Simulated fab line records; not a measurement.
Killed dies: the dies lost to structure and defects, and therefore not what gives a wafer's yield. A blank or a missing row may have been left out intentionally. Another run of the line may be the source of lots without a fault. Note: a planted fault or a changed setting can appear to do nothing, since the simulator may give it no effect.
Which tool was responsible? / flow rit-cmos / 21 wafers from 7 lots sampled at 3 of the route's 202 steps

WHAT THE GAUGES READ, wafer by wafer
RIT_WELLDRIVE_RS_MEAS_02: a four-point-probe measurement.
lot=L284; measured=day 2 09:49; on=film-metro-01; PWELL_RS (ohm/sq)=429.0 429.8 429.1
lot=L286; measured=day 2 21:28; on=film-metro-02; PWELL_RS (ohm/sq)=430.3 430.1 432.3
lot=L288; measured=day 3 05:50; on=film-metro-02; PWELL_RS (ohm/sq)=431.5 431.5 431.7
lot=L292; measured=day 4 03:00; on=film-metro-04; PWELL_RS (ohm/sq)=427.2 426.7 427.7
lot=L294; measured=day 4 13:26; on=film-metro-02; PWELL_RS (ohm/sq)=433.0 432.6 433.1
lot=L300; measured=day 5 17:54; on=film-metro-04; PWELL_RS (ohm/sq)=443.5 443.5 444.6
lot=L306; measured=day 6 23:54; on=film-metro-04; PWELL_RS (ohm/sq)=427.1 428.6 428.0

EACH LOT AND THE TOOL THAT RAN IT (in order: tool; ch and the chambers of the sampled wafers; start)
lot=L284; RIT_NWELL_STRIP_09=plasma-asher-03 ch 0,1, day 2 02:41; RIT_PWELL_IMPLANT_08=implanter-03 ch 0, day 2 04:14
lot=L286; RIT_NWELL_STRIP_09=plasma-asher-02 ch 0, day 2 14:17; RIT_PWELL_IMPLANT_08=implanter-01 ch 0, day 2 15:53
lot=L288; RIT_NWELL_STRIP_09=plasma-asher-02 ch 0,1, day 2 22:44; RIT_PWELL_IMPLANT_08=implanter-03 ch 0, day 3 00:16
lot=L292; RIT_NWELL_STRIP_09=plasma-asher-04 ch 0,1, day 3 19:53; RIT_PWELL_IMPLANT_08=implanter-03 ch 0, day 3 21:26
lot=L294; RIT_NWELL_STRIP_09=plasma-asher-02 ch 0,1, day 4 04:57; RIT_PWELL_IMPLANT_08=implanter-02 ch 0, day 4 06:29
lot=L300; RIT_NWELL_STRIP_09=plasma-asher-04 ch 0,1, day 5 10:47; RIT_PWELL_IMPLANT_08=implanter-02 ch 0, day 5 12:19
lot=L306; RIT_NWELL_STRIP_09=plasma-asher-04 ch 0,1, day 6 15:38; RIT_PWELL_IMPLANT_08=implanter-03 ch 0, day 6 17:04
- RIT_NWELL_STRIP_09: strips in O2, time 180 s.
- RIT_PWELL_IMPLANT_08

THE ANSWER, worked out from the rows above alone
Rule: the usual values come from the lots themselves. Put in order of their means at a reading, lots are off if they are a third of the lots or fewer, leave a main group of 4 or more, and stand apart from it by a gap of 3 or more times the standard deviation of the main group's means; of several such gaps the widest counts. Not used: any main group whose means are identical at the precision the tables above print for the reading. Also off: a lot with no number at a reading for which 4 or more lots have one. Any other lot the step has rows for is counted as sound.
Off: L300, seen at RIT_WELLDRIVE_RS_MEAS_02 (PWELL_RS). Main group: mean 430.0 ohm/sq, sd 2.
A tool fits if, at a process step before that reading, it ran every lot that is off, and no sound lot after the first of them. The gauges at RIT_WELLDRIVE_RS_MEAS_02 are tried like those tools. One fits: implanter-02 at RIT_PWELL_IMPLANT_08. A fault onset in the window from L294 (day 4 06:29, its last sound lot) to L300 (day 5 12:19, its first lot off) fits.

WHAT THE SIMULATOR HAD PUT IN
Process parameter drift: implanter-02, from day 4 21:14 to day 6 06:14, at RIT_PWELL_IMPLANT_08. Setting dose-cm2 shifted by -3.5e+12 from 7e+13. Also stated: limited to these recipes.
Struck lots among those shown: L300. The rule given above showed the same thing.
